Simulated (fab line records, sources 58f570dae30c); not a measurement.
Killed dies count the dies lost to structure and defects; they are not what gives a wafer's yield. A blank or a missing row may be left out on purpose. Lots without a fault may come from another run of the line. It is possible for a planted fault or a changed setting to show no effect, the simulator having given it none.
8D (eight disciplines) problem report, filled in by code :: flow berkeley_cmos170 :: the parts of the form that need people (team, actions taken, sign-off) are left out

1. PROBLEM STATEMENT
NWELL_OXIDE_THK at UCB170_NWELL_THK_MEAS_02 reads a mean of 18.5 nm on 6 wafers of 2 lots; wafers without a fault read 26.2 nm with a standard deviation of 0.44. Relative to the usual mean, that is a shift of -18 standard deviations.
The first sign was on wafer L110.3 at day 3 22:30, on film_metro-04. At this step, 42 wafers from 14 lots have a number in the record. Rule for "out" (also "out of limits"): further than 4 standard deviations from the usual mean. The other wafers with a number count as sound.

2. WHAT IT IS; WHAT IT IS NOT
question: which readings at this step
is: NWELL_OXIDE_THK
is not: -

question: which lots
is: L110, L111
is not: L103, L105, L106, L107, L108, L119, L120, L121, L122, L124, L125, L126

question: which wafers of those lots
is: all that have a number
is not: -

question: read on which gauges
is: film_metro-03, film_metro-04
is not: film_metro-01

question: when
is: from day 3 22:30
is not: up to then (15 sound wafers); but 21 sound wafers of L119, L120, L121, L122, L124, L125, L126 came after

3. WHAT RULES OUT EACH SUSPECT
Counting: a tool at any process step up to the reading remains a suspect when it ran all the lots that are out and ran no sound lot after the first of those.
- ruled out: the gauge at UCB170_NWELL_THK_MEAS_02. The wafers that are out were read on 2 gauges (film_metro-03, film_metro-04).
- furnace-04 at UCB170_NWELL_OXIDATION_01 (target thk 26.4 nm, ox time 1260 s): kept. It processed each lot that is out, first L110 at day 3 21:08, and no sound lot thereafter; up to then, the last sound lot it processed was L108 at day 3 12:02.
Remaining after the count: furnace-04 at UCB170_NWELL_OXIDATION_01.

4. THE CAUSE (what the simulator had put in)
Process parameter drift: furnace-04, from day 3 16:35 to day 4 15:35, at UCB170_NWELL_OXIDATION_01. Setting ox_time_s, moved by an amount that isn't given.
After counting, this tool was the only one left.

5. SEQUENCE OF EFFECTS, ordered by route
One row per reading whose mean, taken over the struck wafers that have a number, lies over 3 standard deviations from the usual. Only readings whose record carries a usual standard deviation are examined. hours: median over the lots of the time between each lot's start at the first step of this table that gives one and its start at this step. sigmas: the change, counted in usual standard deviations.
hours: 0
step: UCB170_NWELL_THK_MEAS_02
reading: NWELL_OXIDE_THK
usual: 26.2 nm
on struck wafers: 18.5
change: -7.7
sigmas: -18
Later steps that measure or inspect, where all struck wafers having a row at the step show a number for every such reading and not one has moved that far: UCB170_PWELL_THK_MEAS_03, UCB170_GATE_THK_MEAS_02, UCB170_GATE_OVL_MEAS_13.

6. HOW IT WOULD HAVE BEEN CAUGHT EARLIER
In this record the first reading out of limits at a measuring or inspecting step was taken at day 3 22:30, 6 hours after the fault began at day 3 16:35.
Lots out: 2; all had begun UCB170_NWELL_OXIDATION_01 on furnace-04 by day 3 22:30. None of them would have been spared by holding the tool at that moment.
